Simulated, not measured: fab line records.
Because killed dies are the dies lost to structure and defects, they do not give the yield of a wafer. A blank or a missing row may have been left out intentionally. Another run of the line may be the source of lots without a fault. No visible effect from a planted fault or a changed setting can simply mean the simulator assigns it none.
A single fault, viewed from 2 desks    flow berkeleyCmos170    only its own numbers are on each desk; what lay behind them is given at the end

== THE METROLOGY DESK ==
Lot by lot, what the gauges showed, no matter which tool ran the lot: averages of those sampled wafers that carry a number. Marked OUT: a lot whose mean sits more than 4 standard deviations from the usual mean, which makes it out of limits; the brackets give that distance.
Columns: A = INCOMING_BOW at UCB170_START_BOW_MEAS_00, usual 0 um; B = NWELL_OVL at UCB170_NWELL_OVL_MEAS_12, usual 4 nm
lot   first seen here  A   B
L315  day 1 10:03      -1  -5
L316  day 1 15:02      6   3
L317  day 1 20:00      1   1
L318  day 2 01:00      -5  3
L325  day 3 12:00      2   9
L328  day 4 03:04      -6  1
L329  day 4 08:04      -4  4
L332  day 4 23:00      4   5
L333  day 5 04:00      6   6
L334  day 5 09:00      -4  3
L337  day 6 00:01      0   7
L338  day 6 05:00      -0  -2
Result from this desk: across the 12 lots, nothing is out of limits.

== FOR THE TOOL OWNER'S DESK: lithoTrack-03 ==
The tool's own readings at UCB170_NWELL_SOFTBAKE_08 (time 60 s): means of the sampled wafers that have a number, for each lot that ran on this tool. Marked OUT: a lot whose mean sits more than 4 standard deviations from the usual mean, which makes it out of limits; the brackets give that distance.
Columns: A = heaterPowerTotalW at UCB170_NWELL_SOFTBAKE_08, usual 56.80 W; B = plateTempC at UCB170_NWELL_SOFTBAKE_08, usual 130.00 C
lot   first seen here  A                B
L325  day 4 07:16      55.92 (-19) OUT  128.42 (-11) OUT
L328  day 5 03:15      55.94 (-19) OUT  128.49 (-11) OUT
L329  day 5 11:50      55.93 (-19) OUT  128.45 (-11) OUT
This desk finds L325, L328, L329 out of limits, L325 being first, at day 4 07:16 (heaterPowerTotalW at UCB170_NWELL_SOFTBAKE_08). In limits: none.

== TAKEN TOGETHER ==
An alarm could have come from the tool owner's desk at day 4 07:16, on L325, L328, L329.
From the metrology desk's view, nothing was out of limits.
The metrology desk has L325, L328, L329 on record, within its limits.
UCB170_NWELL_SOFTBAKE_08 was run on lithoTrack-03 by each of the lots named.

== WHAT THE SIMULATOR HAD INSERTED ==
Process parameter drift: lithoTrack-03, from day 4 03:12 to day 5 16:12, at UCB170_NWELL_SOFTBAKE_08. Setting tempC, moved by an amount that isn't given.
Shown lots that were struck: L325, L328, L329.
Hours from the fault's start to each desk's first reading out of limits: the tool owner's desk, 4.
